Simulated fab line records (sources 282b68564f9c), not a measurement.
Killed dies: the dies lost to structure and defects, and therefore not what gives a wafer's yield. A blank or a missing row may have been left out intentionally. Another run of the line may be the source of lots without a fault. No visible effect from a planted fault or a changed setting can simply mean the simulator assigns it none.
A struck lot beside a sound one ; flow rit_cmos ; 17 steps out of a route of 202
Sound: these wafers, L548.2, L548.3, L548.4. Wafers struck: L560.3, L560.4, L560.6. The cause is given at the end.
Order at every step that has rows: each side's tool, ch and its chambers, its first start. Under that, the readings that differ: sound wafers ; struck wafers ; difference of the means ; sigmas: that difference in standard deviations of wafers without a fault.
alike: words and numbers the same on both sides, and readings whose means are apart by under 2 such deviations; not compared: readings that were withheld, readings missing a value for some wafer, numbers with overlapping values and no deviation given by the record, and bounds like >300 which may hide the same value.
The two part at a step that has a row with sigmas, a row that says differs or no value, or rows on one side only. Numbers that don't overlap but have no deviation are shown without sigmas and don't part them. A reading missing from all wafers of one side parts the sides only when that side holds two or more wafers.

first, 1 step without rows for these wafers: RIT_PSD_IMPLANT_08.
RIT_PSD_STRIP_09: strips in O2, time 180 s.
  sound on plasma_asher-02 ch 0,1, day 3 08:17; struck on plasma_asher-02 ch 0,1, day 5 23:01
  alike: chamber_pressure_mTorr, drypump_motor_current_A
  not compared: rf_hours_counter_h
RIT_PSD_TW_MEAS_10:
  sound: film_metro-03 at day 3 08:28; struck: film_metro-04 at day 5 23:09
  alike: PSD_TW
then, 3 steps without rows for these wafers: RIT_SDANNEAL_CLEAN_00 (cleans in SC1, time 600 s); RIT_SDANNEAL_CLEAN_01 (cleans in dHF, time 30 s); RIT_SDANNEAL_CLEAN_02 (cleans in SC2, time 600 s).
RIT_SDANNEAL_RTA_03: time 5.174 s.
  sound on rtp_anneal-02 ch 0, day 3 08:54; struck on rtp_anneal-02 ch 0, day 5 23:35
  alike: wafer_temp_C_max
RIT_SDANNEAL_RS_MEAS_04: uses a four-point probe to measure.
  sound: film_metro-03 at day 3 08:58; struck: film_metro-01 at day 5 23:40
  alike: PSD_RS
RIT_SDANNEAL_RS_MEAS_05: uses a four-point probe to measure.
  sound: film_metro-03 at day 3 09:05; struck: film_metro-01 at day 5 23:47
  alike: NSD_RS
RIT_SDANNEAL_RS_MEAS_06: uses a four-point probe to measure.
  sound: film_metro-03 at day 3 09:13; struck: film_metro-01 at day 5 23:54
reading;sound;struck;difference;sigmas
PLDD_RS (ohm/sq);179.0 179.5 178.5;178.0 178.1 177.9;-1.0;-2
RIT_SDANNEAL_RS_MEAS_07: uses a four-point probe to measure.
  sound: film_metro-03 at day 3 09:20; struck: film_metro-01 at day 6 00:01
reading;sound;struck;difference;sigmas
NLDD_RS (ohm/sq);152.7 152.3 152.3;150.8 151.0 150.5;-1.7;-3
then, 1 step without rows for these wafers: RIT_SILICIDE_WET_ETCH_00 (etches SiO2 in BOE, target depth 14 nm, time 15 s).
RIT_SILICIDE_SPUTTER_01: material Ti, target thk 30 nm, time 240 s.
  sound: pvd_sputter-02 at day 3 09:26; struck: pvd_sputter-02 at day 6 00:07
  no value came back on the struck wafers for cathode_dc_power_W (W), chamber_pressure_pa (Pa), throttle_valve_pct (%); on the sound wafers cathode_dc_power_W (W) reads 337.48 337.55 337.65
RIT_SILICIDE_RS_MEAS_02: uses a four-point probe to measure.
  sound: film_metro-02 at day 3 09:37; struck: film_metro-02 at day 6 00:18
reading;sound;struck;difference;sigmas
SILICIDE_TI_RS (ohm/sq);50.1 49.7 50.7;- - -;no value on the struck wafers;
RIT_SILICIDE_THK_MEAS_03: measures by xrf.
  sound: film_metro-02 at day 3 09:43; struck: film_metro-02 at day 6 00:24
reading;sound;struck;difference;sigmas
SILICIDE_TI_THK (nm);28.7 29.1 28.6;<0.0 <0.0 <0.0;differs;
RIT_SILICIDE_RTA_04: time 10 s, ramp up 5 s, ramp down 5 s.
  sound on rtp_anneal-01 ch 0, day 3 09:47; struck on rtp_anneal-01 ch 0, day 6 00:29
  alike: wafer_temp_C_max
RIT_M1_PROBE_99:
  sound: prober-01 at day 3 16:32; struck: prober-02 at day 6 07:11
reading;sound;struck;difference;sigmas
killed_at_front_end;3 8 5;264 264 264;+259;+92
killed_dies;3 8 5;264 264 264;+259;+89
killed_on_rim;1 2 0;70 70 70;+69;+49
  alike: killed_open, killed_short

== WHERE THEY PART ==
Earliest at RIT_SDANNEAL_RS_MEAS_06; latest, in this record, at RIT_M1_PROBE_99.

WHY: whatever the simulator had introduced
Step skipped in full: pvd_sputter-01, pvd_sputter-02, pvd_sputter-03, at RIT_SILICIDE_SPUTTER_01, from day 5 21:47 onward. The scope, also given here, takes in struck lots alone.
